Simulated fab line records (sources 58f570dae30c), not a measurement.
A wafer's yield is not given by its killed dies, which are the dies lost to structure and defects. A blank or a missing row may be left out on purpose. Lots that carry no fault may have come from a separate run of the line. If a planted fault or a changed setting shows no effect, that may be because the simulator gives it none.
Chamber matching | flow berkeley_cmos170 | 4 sister chambers for UCB170_M1_ETCH_11 on rie_diel-01
The step etches BARC in N2/H2. 4 wafers are shown with their chamber, then 7 later ones without.

## WAFERS PAIRED WITH THEIR CHAMBERS
wafer  | chamber | throttle_valve_pct (%)
L087.2 | 3       | 13.03
L087.5 | 2       | 13.59
L088.1 | 0       | 13.40
L088.2 | 1       | 13.49

## WAFERS MISSING THEIR CHAMBER
wafer  | throttle_valve_pct (%)
L088.3 | 13.58
L093.1 | 13.41
L093.2 | 13.59
L093.5 | 13.52
L095.1 | 13.40
L095.2 | 13.49
L095.3 | 13.03

## CHAMBER TAKEN BY EACH
wafer  | from the rows above | in truth
L088.3 | 2                   | 2
L093.1 | 0                   | 0
L093.2 | 2                   | 2
L093.5 | 1                   | 1
L095.1 | 0                   | 0
L095.2 | 1                   | 1
L095.3 | 3                   | 3
Correctly placed: 7 of 7. Not placeable from these rows: 0. Placed wrongly: 0.
How it was worked out, from the rows above alone: a wafer's distance from a chamber is the root of the sum, over the readings, of the square of ((its reading less the chamber's mean) divided by the reading's scatter). The wafer belongs to the nearest chamber; if the next one is less than 2 further off, it can't be placed. For every chamber, the mean is computed from those of its wafers that are shown. The scatter: with one shown wafer a chamber, the root of the mean of the squares of how far each hidden wafer lies from its nearest shown one.
